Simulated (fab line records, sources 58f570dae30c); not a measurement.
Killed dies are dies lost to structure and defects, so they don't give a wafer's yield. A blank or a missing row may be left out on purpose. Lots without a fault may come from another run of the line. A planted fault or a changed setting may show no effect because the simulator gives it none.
Which tool did it? | flow berkeley_cmos170 | 8 lots, 24 wafers sampled, at 4 steps of a route of 331

WHAT THE GAUGES READ, wafer by wafer
UCB170_PSD_CD_MEAS_06: target cd 1200 nm.
lot  | measured     | on        | cd_nm (nm)
L513 | day 6 17:22  | cd_sem-02 | 1199.6 1199.4 1199.6
L515 | day 6 22:36  | cd_sem-01 | 1201.8 1201.7 1203.3
L517 | day 6 22:28  | cd_sem-02 | 1199.0 1199.8 1200.1
L523 | day 8 23:32  | cd_sem-02 | 1199.4 1197.7 1197.8
L526 | day 9 16:35  | cd_sem-01 | 1201.5 1202.3 1201.7
L530 | day 10 12:51 | cd_sem-01 | 1201.1 1201.8 1202.0
L532 | day 11 06:43 | cd_sem-01 | 1201.8 1201.2 1200.8
L535 | day 12 12:08 | cd_sem-01 | 1200.2 1200.4 1200.8

WHICH TOOL RAN EACH LOT (tool, then ch and the chambers of the sampled wafers, then the start)
lot  | UCB170_ZERO_EXPOSE_03            | UCB170_PWELL_STRIP_16               | UCB170_NVT_STRIP_08
L513 | krf_scanner-02 ch 0, day 2 01:52 | plasma_asher-02 ch 0,1, day 3 06:26 | plasma_asher-04 ch 0,1, day 5 17:26
L515 | krf_scanner-02 ch 0, day 2 07:38 | plasma_asher-02 ch 0, day 3 10:01   | plasma_asher-01 ch 0,1, day 5 21:28
L517 | krf_scanner-01 ch 0, day 2 16:15 | plasma_asher-02 ch 0,1, day 3 17:25 | plasma_asher-02 ch 0,1, day 5 21:50
L523 | krf_scanner-02 ch 0, day 4 03:13 | plasma_asher-04 ch 0,1, day 5 07:18 | plasma_asher-01 ch 0,1, day 7 18:26
L526 | krf_scanner-02 ch 0, day 4 16:26 | plasma_asher-02 ch 0,1, day 5 17:16 | plasma_asher-01 ch 0,1, day 8 08:20
L530 | krf_scanner-01 ch 0, day 5 12:21 | plasma_asher-02 ch 0,1, day 6 15:30 | plasma_asher-02 ch 0,1, day 9 11:04
L532 | krf_scanner-01 ch 0, day 5 22:07 | plasma_asher-02 ch 0,1, day 7 08:20 | plasma_asher-02 ch 0,1, day 9 21:46
L535 | krf_scanner-01 ch 0, day 6 12:40 | plasma_asher-02 ch 0,1, day 8 00:56 | plasma_asher-01 ch 0,1, day 11 03:23
- UCB170_ZERO_EXPOSE_03: exposes mask PM MARKS, target cd 4000 nm.
- UCB170_PWELL_STRIP_16: strips in O2.
- UCB170_NVT_STRIP_08: strips in O2.

THE ANSWER, worked out from the rows above alone
Rule: what is usual is taken from the lots themselves. Put in order of their means at a reading, lots are off if they are a third of the lots or fewer, leave a main group of 4 or more, and stand apart from it by a gap of 3 or more times the standard deviation of the main group's means; of several such gaps the widest counts. A main group whose means are all the same, to the digits that the tables above print for the reading, isn't used. A lot without any number at a reading at which 4 lots or more have one is off too. The other lots that the step has rows for count as sound.
No lot is off at any reading shown: from this, nothing can be told.

WHAT THE SIMULATOR HAD PUT IN
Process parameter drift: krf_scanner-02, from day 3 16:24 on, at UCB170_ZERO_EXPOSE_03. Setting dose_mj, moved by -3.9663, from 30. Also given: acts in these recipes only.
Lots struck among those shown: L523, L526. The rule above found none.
